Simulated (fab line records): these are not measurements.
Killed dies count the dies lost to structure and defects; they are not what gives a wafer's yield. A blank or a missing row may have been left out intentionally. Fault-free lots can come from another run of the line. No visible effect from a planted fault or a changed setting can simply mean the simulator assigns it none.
A struck lot beside a sound one | flow rit_cmos | 17 out of 202 route steps
Sound: these wafers, L236.3, L236.5, L236.6. Struck: wafer L246.3 (left out: L246.2, L246.5 of the same lot, which were not struck); the cause appears at the end.
For every step that has rows: the tool of each side, followed by ch and its chambers, followed by its first start. Under that, the readings that differ: sound wafers | struck wafers | difference of the means | sigmas: that difference in standard deviations of wafers without a fault.
alike: readings with means less than 2 such deviations apart, plus words and numbers identical on both sides. not compared: withheld readings, readings lacking a value on some wafer, bounds such as >300 that could conceal the same value, and numbers that have no deviation in the record and whose values overlap.
A row with sigmas, a row that says differs or no value, or rows on one side alone: a step with any of these is where the two part. Numbers that don't overlap but have no deviation are shown without sigmas and don't part them. A reading missing from all wafers of one side parts the sides only when that side holds two or more wafers.

first, 1 step without rows for these wafers: RIT_PSD_IMPLANT_08.
RIT_PSD_STRIP_09: strips in O2, time 180 s.
  sound on plasma_asher-03 ch 0,1, day 3 16:19; struck on plasma_asher-03 ch 0, day 5 14:24
  alike: drypump_motor_current_A
  not compared: rf_hours_counter_h
RIT_PSD_TW_MEAS_10:
  struck on film_metro-02, day 5 14:35; sound on film_metro-02, day 3 16:28
  alike: PSD_TW
then, 3 steps without rows for these wafers: RIT_SDANNEAL_CLEAN_00 (cleans in SC1, time 600 s); RIT_SDANNEAL_CLEAN_01 (cleans in dHF, time 30 s); RIT_SDANNEAL_CLEAN_02 (cleans in SC2, time 600 s).
RIT_SDANNEAL_RTA_03: time 5 s.
  sound on rtp_anneal-02 ch 0, day 3 17:04; struck on rtp_anneal-02 ch 0, day 5 15:01
  alike: wafer_temp_C_max
RIT_SDANNEAL_RS_MEAS_04: measures by four-point-probe.
  struck on film_metro-01, day 5 15:05; sound on film_metro-01, day 3 17:08
  alike: PSD_RS
RIT_SDANNEAL_RS_MEAS_05: measures by four-point-probe.
  struck on film_metro-01, day 5 15:12; sound on film_metro-01, day 3 17:16
  alike: NSD_RS
RIT_SDANNEAL_RS_MEAS_06: measures by four-point-probe.
  struck on film_metro-01, day 5 15:19; sound on film_metro-01, day 3 17:23
  alike: PLDD_RS
RIT_SDANNEAL_RS_MEAS_07: measures by four-point-probe.
  struck on film_metro-01, day 5 15:26; sound on film_metro-01, day 3 17:30
  reading          | sound             | struck | difference | sigmas
  NLDD_RS (ohm/sq) | 151.8 152.6 152.5 | 150.4  | -1.9       | -3
then, 1 step without rows for these wafers: RIT_SILICIDE_WET_ETCH_00 (etches SiO2 in BOE, target depth 14 nm, time 15 s).
RIT_SILICIDE_SPUTTER_01: material Ti, target thk 30 nm, time 240 s.
  struck on pvd_sputter-03, day 5 15:33; sound on pvd_sputter-03, day 3 17:35
  reading                                     | sound             | struck | difference | sigmas
  model.Ti_of_SILICIDE_SPUTTER_01.thk_nm (nm) | 30.18 30.24 30.28 | 23.04  | -7.19      |
  alike: throttle_valve_pct
RIT_SILICIDE_RS_MEAS_02: measures by four-point-probe.
  struck on film_metro-04, day 5 15:43; sound on film_metro-04, day 3 17:47
  reading                 | sound          | struck | difference | sigmas
  SILICIDE_TI_RS (ohm/sq) | 47.5 47.5 47.3 | 66.9   | +19.5      | +32
RIT_SILICIDE_THK_MEAS_03: measures by xrf.
  struck on film_metro-04, day 5 15:50; sound on film_metro-04, day 3 17:53
  reading              | sound          | struck | difference | sigmas
  SILICIDE_TI_THK (nm) | 30.7 30.7 30.8 | 23.2   | -7.5       | -20
RIT_SILICIDE_RTA_04: time 10 s, ramp up 5 s, ramp down 5 s.
  sound on rtp_anneal-01 ch 0, day 3 17:56; struck on rtp_anneal-01 ch 0, day 5 15:53
  alike: wafer_temp_C_max
RIT_M1_PROBE_99:
  struck on prober-01, day 5 22:38; sound on prober-01, day 4 00:29
  reading                              | sound             | struck | difference | sigmas
  model.etest.npoly_line.line_ohm_um   | 173.5 172.6 168.1 | 194.9  | +23.5      |
  model.etest.ppoly_line.line_ohm_um   | 168 163.4 163.4   | 185.7  | +20.8      |
  model.etest.contact_nplus.end_ohm_um | 41.15 42.23 40.54 | 34.62  | -6.69      |
  model.etest.contact_pplus.end_ohm_um | 44.3 45.15 44.41  | 36.68  | -7.94      |
  model.etest.ppoly_line.width_nm (nm) | 98.45 100.3 99.6  | 108.2  | +8.8       |
  model.etest.npoly_line.width_nm (nm) | 97.88 100.1 98.53 | 107    | +8         |
  model.etest.npoly_line.rs_ohm_sq     | 16.97 16.95 16.85 | 20.96  | +4.04      |
  model.etest.ppoly_line.rs_ohm_sq     | 16.51 16.31 16.27 | 20.11  | +3.75      |
  alike: killed_at_M0_to_M3, killed_at_front_end, killed_dies, killed_open, killed_short

## WHERE THEY PART
First at RIT_SDANNEAL_RS_MEAS_07; last, within this record, at RIT_SILICIDE_THK_MEAS_03. Later steps at which nothing parts them and some readings are alike: RIT_SILICIDE_RTA_04, RIT_M1_PROBE_99.

WHY: what had been put in by the simulator
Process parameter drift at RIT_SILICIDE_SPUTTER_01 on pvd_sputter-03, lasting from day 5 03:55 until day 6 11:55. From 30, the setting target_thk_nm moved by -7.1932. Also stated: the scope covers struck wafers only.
